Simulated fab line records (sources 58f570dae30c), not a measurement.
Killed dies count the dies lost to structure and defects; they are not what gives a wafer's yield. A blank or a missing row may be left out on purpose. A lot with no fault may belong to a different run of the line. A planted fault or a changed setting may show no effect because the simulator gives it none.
Split-lot experiment | flow berkeley-cmos170 | 23 wafers read across 5 lots, on a route 331 steps long

## THE SPLIT
At UCB170_SPACER_CVD_00 (deposits SiO2 from TEOS/O2, target thk 376 nm, time 47 s), the setting time-s was moved away from the recipe's 47 s on 7 of the 23 wafers read, by -5.9% to +10.6%. The other wafers ran this setting at the recipe's value.

No step appears in the file between the split and the reading.

## THE READING
SPACER_TEOS_THK, in nm, at UCB170_SPACER_THK_MEAS_01. Fault-free wafers of this fab line usually give 375 nm, standard deviation 4.8 nm.

wafer  | tool, chamber at the split | time-s as run, s | against the recipe | SPACER_TEOS_THK, nm | against lot-mates on the recipe
L074.2 | pecvd-01, 1                | 47               | recipe             | 370                 | -
L074.4 | pecvd-01, 1                | 47               | recipe             | 376                 | -
L074.5 | pecvd-01, 2                | 47               | recipe             | 380                 | -
L078.1 | pecvd-03, 1                | 44.24            | -5.9%              | 350                 | -25
L078.2 | pecvd-03, 0                | 47               | recipe             | 368                 | -
L078.3 | pecvd-03, 2                | 47               | recipe             | 375                 | -
L078.4 | pecvd-03, 1                | 47               | recipe             | 382                 | -
L078.6 | pecvd-03, 0                | 44.24            | -5.9%              | 354                 | -21
L079.1 | pecvd-02, 0                | 47               | recipe             | 377                 | -
L079.2 | pecvd-02, 2                | 51.98            | +10.6%             | 415                 | +37
L079.3 | pecvd-02, 1                | 47               | recipe             | 377                 | -
L079.4 | pecvd-02, 1                | 47               | recipe             | 381                 | -
L079.6 | pecvd-02, 0                | 51.98            | +10.6%             | 423                 | +45
L082.1 | pecvd-01, 2                | 45.11            | -4.0%              | 358                 | -14
L082.3 | pecvd-01, 1                | 47               | recipe             | 367                 | -
L082.4 | pecvd-01, 1                | 45.11            | -4.0%              | 357                 | -16
L082.5 | pecvd-01, 2                | 47               | recipe             | 378                 | -
L082.6 | pecvd-01, 0                | 45.11            | -4.0%              | 363                 | -10
L085.1 | pecvd-01, 2                | 47               | recipe             | 381                 | -
L085.2 | pecvd-01, 1                | 47               | recipe             | 376                 | -
L085.3 | pecvd-01, 0                | 47               | recipe             | 375                 | -
L085.4 | pecvd-01, 1                | 47               | recipe             | 384                 | -
L085.5 | pecvd-01, 2                | 47               | recipe             | 383                 | -

THE FIT
A straight line over all 23 wafers: SPACER_TEOS_THK changes by +4.08 nm for each +1% of time-s; r = +0.96; the points scatter about the line by 4.7 nm.
The same after taking each lot's own level away (the mean of its wafers on the recipe; 23 wafers): +3.78 nm for each +1%; r = +0.96; scatter 4.1 nm.
That fit puts the effect of the largest move of time-s on the reading at 40 nm.
Across the lots, their own levels run from 372.5 to 379.8 nm, a range of 1.5 times the standard deviation given above.
Hence the lot-to-lot level has little effect on the slope; both slopes agree.
Check: with one of the wafers moved furthest among these (+10.6%) left out of the fit, the line predicts +42.4 nm for it against its lot-mates. Against them it came out at +36.7 nm.

## OTHER SPLITS ON THESE WAFERS
These wafers also went through other splits before the reading. Each is held against what the fit with the lots' levels taken away leaves over:
other split on the same wafers | wafers away from the commonest value | r with SPACER_TEOS_THK (lot level and that fit taken away)
UCB170_PLDD_EXPOSE_03 dose-mj  | 7                                    | -0.20
UCB170_NLDD_EXPOSE_03 dose-mj  | 10                                   | +0.27

## THE WHOLE CHAIN: every reading that the file lists as answering this split, in the file's order
step                      | what it does                                                             | reading                                                                       | change (the file's fit)              | r (the file's)
UCB170_SPACER_CVD_00      | deposits SiO2 from TEOS/O2, target thk 376 nm, time 47 s                 | SiO2_of_SPACER_CVD_00.thk-nm (the simulator's own value, which no gauge read) | +3.81 nm for each +1% of the setting | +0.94
UCB170_SPACER_THK_MEAS_01 |                                                                          | SPACER_TEOS_THK                                                               | +3.8 for each +1% of the setting     | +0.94
UCB170_SPACER_ETCHBACK_03 | etches SiO2 in CHF3/CF4/Ar, stops on Si, target depth 376 nm, time 100 s | etch.depth-nm (the simulator's own value, which no gauge read)                | +3.43 nm for each +1% of the setting | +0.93

## THE FILE'S OWN FIT
SPACER_TEOS_THK changes by +3.8 nm for each +1% of time-s, r = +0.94.
